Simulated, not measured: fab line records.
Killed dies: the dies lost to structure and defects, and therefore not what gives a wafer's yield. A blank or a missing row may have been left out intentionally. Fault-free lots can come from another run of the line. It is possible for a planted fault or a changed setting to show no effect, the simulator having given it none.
The tool behind it: which one?    flow rit cmos    13 lots, 39 wafers sampled, at 4 steps of a route of 202

## WHAT THE GAUGES SHOWED, per wafer
RIT_ACTIVE_CD_MEAS_90: target cd 1400 nm. Usual: cd nm 1400.2 nm, standard deviation 2.4.
lot   measured     on         cd nm (nm)            flag
L652  day 1 16:45  cd sem-02  1401.6 1402.9 1400.5  
L654  day 2 03:30  cd sem-02  1397.4 1400.2 1397.2  
L656  day 2 13:31  cd sem-02  1400.8 1401.7 1401.0  
L657  day 2 17:12  cd sem-02  1399.4 1397.6 1397.4  
L659  day 3 04:16  cd sem-01  1400.4 1402.1 1400.1  
L661  day 3 23:22  cd sem-01  1398.9 1400.6 1400.2  
L662  day 3 23:31  cd sem-02  1402.5 1401.9 1401.0  
L663  day 3 23:44  cd sem-01  1397.1 1398.8 1399.7  
L664  day 4 08:20  cd sem-02  1402.1 1400.9 1400.7  
L666  day 4 16:58  cd sem-01  1403.4 1405.9 1405.0  
L672  day 5 20:59  cd sem-02  1397.1 1396.0 1396.3  
L674  day 6 06:19  cd sem-01  1393.5 1395.7 1393.6  
L675  day 6 10:58  cd sem-02  1398.3 1400.4 1398.0  

RIT_NRETRO_OVL_MEAS_06. Usual: NRETRO_OVL typically reads 0.2 nm, with standard deviation 1.1.
lot   measured     on          NRETRO_OVL (nm)  flag
L652  day 2 13:22  overlay-02  -2.1 -0.1 -1.2   
L654  day 2 23:10  overlay-02  -1.3 -0.1 -0.5   
L656  day 3 07:28  overlay-02  1.0 0.9 2.2      
L657  day 3 14:17  overlay-01  -1.2 0.4 -1.7    
L659  day 4 17:34  overlay-02  0.7 -1.7 0.6     
L661  day 4 22:59  overlay-01  -1.2 -1.6 -0.9   
L662  day 4 22:39  overlay-01  2.3 1.0 3.6      
L663  day 4 23:17  overlay-01  0.3 0.5 -0.4     
L664  day 5 08:04  overlay-02  -1.0 0.1 0.3     
L666  day 5 17:43  overlay-01  -0.7 0.4 2.0     
L672  day 6 12:50  overlay-01  -0.2 -0.5 -1.0   
L674  day 6 21:19  overlay-01  0.1 2.2 1.3      
L675  day 7 02:01  overlay-02  1.0 2.2 1.4      

## WHICH TOOL RAN EACH LOT (tool, then ch and the chambers of the sampled wafers, then the start)
lot   RIT_NWELL_EXPOSE_03                 RIT_PWELL_STRIP_09
L652  iline stepper-02 ch 0, day 2 00:59  plasma asher-04 ch 0,1, day 2 03:30
L654  iline stepper-01 ch 0, day 2 13:23  plasma asher-04 ch 0,1, day 2 15:55
L656  iline stepper-02 ch 0, day 2 21:22  plasma asher-04 ch 0,1, day 3 00:11
L657  iline stepper-01 ch 0, day 3 00:46  plasma asher-01 ch 0,1, day 3 03:18
L659  iline stepper-01 ch 0, day 4 04:14  plasma asher-01 ch 0,1, day 4 06:59
L661  iline stepper-01 ch 0, day 4 09:45  plasma asher-01 ch 0,1, day 4 12:26
L662  iline stepper-01 ch 0, day 4 09:39  plasma asher-04 ch 0,1, day 4 12:13
L663  iline stepper-01 ch 0, day 4 09:52  plasma asher-04 ch 0,1, day 4 12:37
L664  iline stepper-01 ch 0, day 4 22:31  plasma asher-04 ch 0,1, day 5 01:30
L666  iline stepper-01 ch 0, day 5 02:50  plasma asher-03 ch 0,1, day 5 05:23
L672  iline stepper-01 ch 0, day 6 02:28  plasma asher-03 ch 0, day 6 05:49
L674  iline stepper-01 ch 0, day 6 11:56  plasma asher-04 ch 0,1, day 6 14:53
L675  iline stepper-02 ch 0, day 6 16:10  plasma asher-01 ch 0,1, day 6 19:04
- RIT_NWELL_EXPOSE_03: exposes mask M2, target cd 43900 nm.
- RIT_PWELL_STRIP_09: strips in O2, time 180 s.

## WHAT THE TOOLS THEMSELVES READ (means of the sampled wafers that have a number; where no wafer has one, the mark that the record gives instead)
RIT_PWELL_STRIP_09. Usual: drypump motor current A 5.4 A, standard deviation 0.43; o2 flow sccm 3999 sccm, standard deviation 13.
lot   tool             drypump motor current A (A)  o2 flow sccm (sccm)  flag
L652  plasma asher-04  5.1                          4007                 
L654  plasma asher-04  5.3                          3986                 
L656  plasma asher-04  5.1                          4015                 
L657  plasma asher-01  5.9                          4000                 
L659  plasma asher-01  5.9                          4001                 
L661  plasma asher-01  5.9                          3995                 
L662  plasma asher-04  5.1                          3991                 
L663  plasma asher-04  5.1                          3996                 
L664  plasma asher-04  5.1                          3983                 
L666  plasma asher-03  5.0                          3997                 
L672  plasma asher-03  5.7                          3988                 
L674  plasma asher-04  5.3                          3991                 
L675  plasma asher-01  5.9                          3988                 

## THE ANSWER, worked out from the rows above alone
Rule: take the mean of a lot's wafers that have a number; if it is more than 3 standard deviations from the usual mean, the lot is off. Also off: a lot with no number at a reading for which 4 or more lots have one. Any other lot the step has rows for is counted as sound. After the gauges, taken in route order, come the tools' own readings; for these a lot's mean is taken, as printed above. At the first step where some lot is off, the reading lying furthest off is the one used; lots without a number count as furthest.
No lot is off at any reading shown: from this, nothing can be told.

## WHAT THE SIMULATOR PUT IN
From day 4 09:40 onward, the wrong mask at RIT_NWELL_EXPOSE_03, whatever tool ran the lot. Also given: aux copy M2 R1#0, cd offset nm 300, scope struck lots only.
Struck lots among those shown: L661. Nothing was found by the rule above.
